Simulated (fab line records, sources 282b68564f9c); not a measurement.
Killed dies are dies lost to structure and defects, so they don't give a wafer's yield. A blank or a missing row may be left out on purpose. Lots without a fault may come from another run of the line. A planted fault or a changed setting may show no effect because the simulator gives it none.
fab line records | flow rit_cmos | part 2 of 2: steps 26 to 35 of 35
record lots=5 wafers=15 last_day=7
route steps=202 shown SPACER@126 NSD@131 PSD@142 SDANNEAL@153 PLDD@159 NLDD@160
lots that met no fault: from a run of the same line without faults
start_h: hours from the record's first day to the start of the lot's first wafer shown | wait_h: hours since the lot's step before | " the same as in the row above | L1.1+2: a row that stands for several wafers | - no value, or no start given | * or withheld: withheld | < > ~ a bound
route shown NAME@n: a module of which the file shows steps, and the number in the route of the first | usual: mean/standard deviation of fault-free wafers | same: alike in all rows | chamber/n: place in a boat | sites: the reading at each site | _std_site: their standard deviation | _edge_site: outer sites' mean less inner sites' | radius_mm: how far each site lies from the wafer's centre | mask NAME#n: copy n | behind: the tool/chamber that last shaped the wafer | hold: why the lot was held/for how many hours/how that ended | device: the transistor (n, p or np) that didn't switch | end of line: the same wafers' tests at the end of the route | a step without rows: its recipe alone | killed: dies lost to structure and defects at the first sort, not the wafer's yield | map: a wafer's dies, x killed, . not, _ none there
set.NAME: the setting as run; set.NAME@STEP: as run at that earlier step | model.NAME: the simulator's own value behind a step, which no gauge read
lots at some steps of the route; a table a step, a row a wafer
services: from which hour (start_h, from the record's first day; less than 0 if before it) a tool's chamber was out of use, for how many hours, and why
## steps
# step RIT_PSD_STRIP_09
# recipe chemistry=O2 time_s=180 resist=NOVOLAK platen_temp_c=withheld power_w=500 pressure_mtorr=4000 o2_flow_sccm=4000
# usual drypump_motor_current_A=5.9/0.57 rf_refl_power_W=5.9/1.5
# columns lot.wafer tool chamber start_h wait_h drypump_motor_current_A rf_hours_counter_h rf_refl_power_W
L080.1 plasma_asher-04 1 77.98 0.1 6.5 45 6.6
L080.5 " 0 " " 5.8 - 4.7
L080.6 " 1 " " 6.5 - 6.6
L089.1 plasma_asher-03 1 126.46 0.1 6.1 33 3.9
L089.4 " 1 " " 6.1 - 4.0
L089.6 " 0 " " 4.9 - 7.9
L091.2 plasma_asher-03 0 134.97 0.1 4.9 34 7.8
L091.4 " 1 " " 6.1 - 4.0
L091.5 " 0 " " 4.9 - 8.0
L093.1 plasma_asher-03 1 145.48 0.1 6.1 35 3.8
L093.2 " 0 " " 4.9 35 7.9
L093.4 " 0 " " 4.9 - 7.9
L097.3 plasma_asher-04 0 164.86 0.1 5.8 - 4.5
L097.4 " 1 " " 6.5 - 6.4
L097.5 " 1 " " 6.5 - 6.6
# step RIT_PSD_TW_MEAS_10
# usual PSD_TW=3390/18
# columns lot.wafer tool chamber start_h wait_h PSD_TW
L080.1 film_metro-03 - 78.15 0.1 3417
L080.5 " - " " 3410
L080.6 " - " " 3426
L089.1 film_metro-03 - 126.63 0.1 3427
L089.4 " - " " 3412
L089.6 " - " " 3416
L091.2 film_metro-02 - 135.16 0.1 3415
L091.4 " - " " 3393
L091.5 " - " " 3396
L093.1 film_metro-02 - 145.66 0.1 3360
L093.2 " - " " 3359
L093.4 " - " " 3366
L097.3 film_metro-02 - 165.00 0.1 3386
L097.4 " - " " 3376
L097.5 " - " " 3382
# step RIT_SDANNEAL_CLEAN_00
# recipe chemistry=SC1 mix=3:3:50 time_s=600 temp_c=75
# usual bath_guard_temp_C=75.4/0.73 temp_c=74.99/0.13
# columns lot.wafer tool chamber start_h wait_h bath_guard_temp_C temp_c
L080.1 wet_bench-04 2 78.21 0.1 75.4 74.97
L080.5 " 2 " " 75.3 74.98
L080.6 " 2 " " 75.1 75.01
L089.1 wet_bench-04 2 126.69 0.1 75.1 75.01
L089.4 " 2 " " 75.4 74.98
L089.6 " 2 " " 75.0 75.02
L091.2 wet_bench-02 2 135.21 0.0 74.8 74.79
L091.4 " 2 " " 74.9 74.78
L091.5 " 2 " " 75.2 74.82
L093.1 wet_bench-02 0 145.72 0.1 75.2 75.01
L093.2 " 0 " " 75.4 74.94
L093.4 " 0 " " 75.1 75.05
L097.3 wet_bench-03 3 165.04 0.0 75.0 75.11
L097.4 " 3 " " 74.8 75.01
L097.5 " 3 " " 74.7 75.07
# step RIT_SDANNEAL_CLEAN_01
# recipe chemistry=dHF dilution=50:1 time_s=30
# columns lot.wafer tool chamber start_h wait_h
L080.1+5+6 wet_bench-02 1 78.39 0.0
L089.1+4+6 wet_bench-03 3 126.87 0.0
L091.2+4+5 wet_bench-02 0 135.38 0.0
L093.1+2+4 wet_bench-04 2 145.91 0.0
L097.3+4+5 wet_bench-02 3 165.23 0.0
# step RIT_SDANNEAL_CLEAN_02
# recipe chemistry=SC2 mix=3:3:50 time_s=600 temp_c=75 dry=n2_spin
# usual bath_guard_temp_C=75.1/0.74 temp_c=74.99/0.12
# columns lot.wafer tool chamber start_h wait_h bath_guard_temp_C temp_c
L080.1 wet_bench-03 1 78.40 0.0 75.3 74.99
L080.5 " 1 " " 75.6 75.15
L080.6 " 1 " " 75.6 75.10
L089.1 wet_bench-02 0 126.88 0.0 74.9 74.82
L089.4 " 0 " " 75.0 74.81
L089.6 " 0 " " 75.2 74.82
L091.2 wet_bench-04 1 135.40 0.0 74.8 74.81
L091.4 " 1 " " 74.4 74.81
L091.5 " 1 " " 75.2 74.81
L093.1 wet_bench-03 2 145.93 0.0 74.6 75.06
L093.2 " 2 " " 74.0 75.12
L093.4 " 2 " " 74.4 75.02
L097.3 wet_bench-04 0 165.24 0.0 76.1 75.08
L097.4 " 0 " " 76.4 75.04
L097.5 " 0 " " 75.8 75.07
# step RIT_SDANNEAL_RTA_03
# recipe temp_c=1050 time_s=5 idle_temp_c=600 ramp_up_c_per_s=342 ramp_down_c_per_s=171 cool_to_c=600 ambient=N2
# usual anneal_temp_c_max=1054.9/1.3 wafer_temp_C_max=1053.4/1
# columns lot.wafer tool chamber start_h wait_h anneal_temp_c_max wafer_temp_C_max
L080.1 rtp_anneal-01 0 78.58 0.0 1054.6 1053.3
L080.5 " 0 " " 1054.3 1052.7
L080.6 " 0 " " 1054.2 1051.6
L089.1 rtp_anneal-02 0 127.06 0.0 1053.4 1054.7
L089.4 " 0 " " 1057.1 1053.6
L089.6 " 0 " " 1054.4 1052.7
L091.2 rtp_anneal-02 0 135.58 0.0 1057.5 1053.4
L091.4 " 0 " " 1055.2 1054.2
L091.5 " 0 " " 1055.4 1054.3
L093.1 rtp_anneal-02 0 146.10 0.0 1056.2 1053.1
L093.2 " 0 " " 1055.2 1052.5
L093.4 " 0 " " 1054.4 1053.1
L097.3 rtp_anneal-01 0 165.44 0.0 1056.0 1053.2
L097.4 " 0 " " 1053.5 1053.5
L097.5 " 0 " " 1053.5 1052.8
# step RIT_SDANNEAL_RS_MEAS_04
# recipe thk_meas_gauge=four-point-probe
# usual PSD_RS=115.80/0.26
# columns lot.wafer tool chamber start_h wait_h PSD_RS[ohm/sq]
L080.1 film_metro-02 - 78.64 0.0 115.54
L080.5 " - " " 115.62
L080.6 " - " " 115.34
L089.1 film_metro-02 - 127.12 0.0 115.27
L089.4 " - " " 115.30
L089.6 " - " " 115.34
L091.2 film_metro-04 - 135.65 0.1 115.53
L091.4 " - " " 115.41
L091.5 " - " " 115.48
L093.1 film_metro-02 - 146.16 0.0 115.76
L093.2 " - " " 116.16
L093.4 " - " " 115.80
L097.3 film_metro-04 - 165.52 0.1 115.56
L097.4 " - " " 115.69
L097.5 " - " " 115.76
# step RIT_SDANNEAL_RS_MEAS_05
# recipe thk_meas_gauge=four-point-probe
# usual NSD_RS=84.6/0.3
# columns lot.wafer tool chamber start_h wait_h NSD_RS[ohm/sq]
L080.1 film_metro-02 - 78.76 0.1 84.8
L080.5 " - " " 84.6
L080.6 " - " " 84.7
L089.1 film_metro-02 - 127.24 0.1 83.9
L089.4 " - " " 84.4
L089.6 " - " " 84.4
L091.2 film_metro-04 - 135.77 0.1 84.2
L091.4 " - " " 84.1
L091.5 " - " " 84.2
L093.1 film_metro-02 - 146.28 0.1 84.4
L093.2 " - " " 84.7
L093.4 " - " " 84.5
L097.3 film_metro-04 - 165.64 0.1 84.4
L097.4 " - " " 84.3
L097.5 " - " " 84.5
# step RIT_SDANNEAL_RS_MEAS_06
# recipe thk_meas_gauge=four-point-probe
# usual PLDD_RS=178.5/0.46
# columns lot.wafer tool chamber start_h wait_h PLDD_RS[ohm/sq]
L080.1 film_metro-02 - 78.88 0.1 179.3
L080.5 " - " " 178.9
L080.6 " - " " 178.8
L089.1 film_metro-02 - 127.36 0.1 178.0
L089.4 " - " " 177.6
L089.6 " - " " 177.7
L091.2 film_metro-04 - 135.89 0.1 178.5
L091.4 " - " " 178.3
L091.5 " - " " 178.3
L093.1 film_metro-02 - 146.40 0.1 178.5
L093.2 " - " " 178.6
L093.4 " - " " 178.4
L097.3 film_metro-04 - 165.76 0.1 178.3
L097.4 " - " " 178.2
L097.5 " - " " 177.9
# step RIT_SDANNEAL_RS_MEAS_07
# recipe thk_meas_gauge=four-point-probe
# usual NLDD_RS=151.5/0.55
# columns lot.wafer tool chamber start_h wait_h NLDD_RS[ohm/sq]
L080.1 film_metro-02 - 79.00 0.1 151.8
L080.5 " - " " 151.5
L080.6 " - " " 151.6
L089.1 film_metro-02 - 127.48 0.1 151.0
L089.4 " - " " 151.4
L089.6 " - " " 151.4
L091.2 film_metro-04 - 136.01 0.1 150.9
L091.4 " - " " 151.2
L091.5 " - " " 151.5
L093.1 film_metro-02 - 146.52 0.1 151.2
L093.2 " - " " 151.5
L093.4 " - " " 151.4
L097.3 film_metro-04 - 165.88 0.1 151.5
L097.4 " - " " 151.5
L097.5 " - " " 151.8
## services
# columns tool chamber start_h hours kind
rie_diel-03 0 58.11 2.8 repair
rie_diel-03 1 72.59 11.7 repair
rie_diel-03 2 83.28 2.2 repair
rie_diel-04 0 83.70 4.1 repair
iline_stepper-01 - 87.55 1.0 repair
rie_diel-02 2 95.63 - clean
rie_diel-02 2 95.63 36.7 scheduled_down
rie_diel-02 2 95.63 36.7 vent_cycle
lpcvd-02 - 101.58 6.0 pm
rie_diel-03 3 103.44 3.8 repair
rie_diel-04 2 104.53 - clean
rie_diel-04 2 104.53 24.1 scheduled_down
rie_diel-04 2 104.53 24.1 vent_cycle
plasma_asher-03 - 110.13 0.6 repair
rie_diel-02 1 115.91 2.9 repair
rie_diel-02 3 132.35 - clean
rie_diel-02 3 132.35 18.6 scheduled_down
rie_diel-02 3 132.35 18.6 vent_cycle
iline_stepper-02 - 148.39 4.4 pm
implanter-02 - 148.88 6.1 repair
rtp_anneal-01 - 149.12 4.0 pm
implanter-03 - 157.42 3.3 pm
lpcvd-01 - 163.60 0.4 repair
